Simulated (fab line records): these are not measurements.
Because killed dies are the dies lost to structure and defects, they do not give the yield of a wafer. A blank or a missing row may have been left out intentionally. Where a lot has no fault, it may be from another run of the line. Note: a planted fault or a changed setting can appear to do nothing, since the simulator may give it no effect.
Comparing a struck lot with a sound one | flow rit_cmos | 15 steps out of a route of 202
Sound: wafers L913.1, L913.3, L913.4. Struck: wafers L926.1, L926.5, L926.6. Last of all comes the cause.
Order at every step that has rows: each side's tool, ch and its chambers, its first start. Under that, the readings that differ: sound wafers | struck wafers | difference of the means | sigmas: that difference in standard deviations of wafers without a fault.
alike: words and numbers the same on both sides, and readings whose means are apart by under 2 such deviations; not compared: readings that were withheld, readings missing a value for some wafer, numbers with overlapping values and no deviation given by the record, and bounds like >300 which may hide the same value.
The two part at a step that has a row with sigmas, a row that says differs or no value, or rows on one side only. Non-overlapping numbers with no deviation appear without sigmas and do not part them. A reading that every wafer of one side lacks parts them only if that side has two wafers or more.

RIT_CONTACT_STRIP_12: strips in O2, time 180 s.
  sound on plasma_asher-03 ch 0,1, day 3 19:36; struck on plasma_asher-03 ch 0,1, day 6 10:14
  alike: drypump_motor_current_A, o2_flow_sccm
  not compared: rf_hours_counter_h
RIT_CONTACT_CD_MEAS_90 targets a cd of 1000 nm.
  sound: cd_sem-02 at day 3 19:49; struck: cd_sem-02 at day 6 10:25
  alike: cd_nm
then, 2 steps without rows for these wafers: RIT_CONTACT_CLEAN_13 (cleans in SC1, time 600 s); RIT_CONTACT_CLEAN_14 (cleans in SC2, time 600 s).
RIT_M1_SPUTTER_00: material Al, target thk 400 nm, time 500 s.
  sound: pvd_sputter-02 at day 3 20:17; struck: pvd_sputter-01 at day 6 10:53
  alike: throttle_valve_pct
RIT_M1_RS_MEAS_01: uses a four-point probe to measure.
  sound: film_metro-03 at day 3 20:35; struck: film_metro-04 at day 6 11:11
  reading           | sound                | struck               | difference | sigmas
  M1_AL_RS (ohm/sq) | 0.0720 0.0715 0.0716 | 0.0747 0.0725 0.0740 | +0.0020    | +2
RIT_M1_THK_MEAS_02: measures by xrf.
  sound: film_metro-03 at day 3 20:43; struck: film_metro-04 at day 6 11:19
  reading        | sound       | struck      | difference | sigmas
  M1_AL_THK (nm) | 423 428 427 | 405 417 406 | -17        | -3
then, 5 steps without rows for these wafers: RIT_M1_HMDS_03 (prime time 60 s); RIT_M1_COAT_04 (resist thk 1300 nm); RIT_M1_SOFTBAKE_05 (time 60 s); RIT_M1_EXPOSE_06 (exposes mask M12, target cd 2600 nm); RIT_M1_PEB_07.
RIT_M1_DEVELOP_08: develop time 68 s.
  sound on litho_track-03 ch 0, day 3 21:00; struck on litho_track-04 ch 0, day 6 12:00
  reading              | sound             | struck            | difference | sigmas
  developer_temp_C (C) | 22.89 22.80 23.03 | 22.44 22.21 22.39 | -0.56      | -6
RIT_M1_CD_MEAS_09 targets a cd of 2600 nm.
  sound: cd_sem-02 at day 3 21:43; struck: cd_sem-01 at day 6 12:28
  alike: cd_nm
RIT_M1_PROBE_99:
  sound: prober-02 at day 4 00:26; struck: prober-02 at day 6 15:08
  alike: defect_limited_yield, killed_at_contacts, killed_at_front_end, killed_dies, killed_open, killed_short, sort_bin_3_pad_short, sort_bin_5_function, sort_bin_6_memory, sort_n_pass, sort_yield_pct

## WHERE THEY PART
Earliest at RIT_M1_RS_MEAS_01; latest, in this record, at RIT_M1_DEVELOP_08. Later steps at which nothing parts them and some readings are alike: RIT_M1_CD_MEAS_09, RIT_M1_PROBE_99.

WHY: what had been put in by the simulator
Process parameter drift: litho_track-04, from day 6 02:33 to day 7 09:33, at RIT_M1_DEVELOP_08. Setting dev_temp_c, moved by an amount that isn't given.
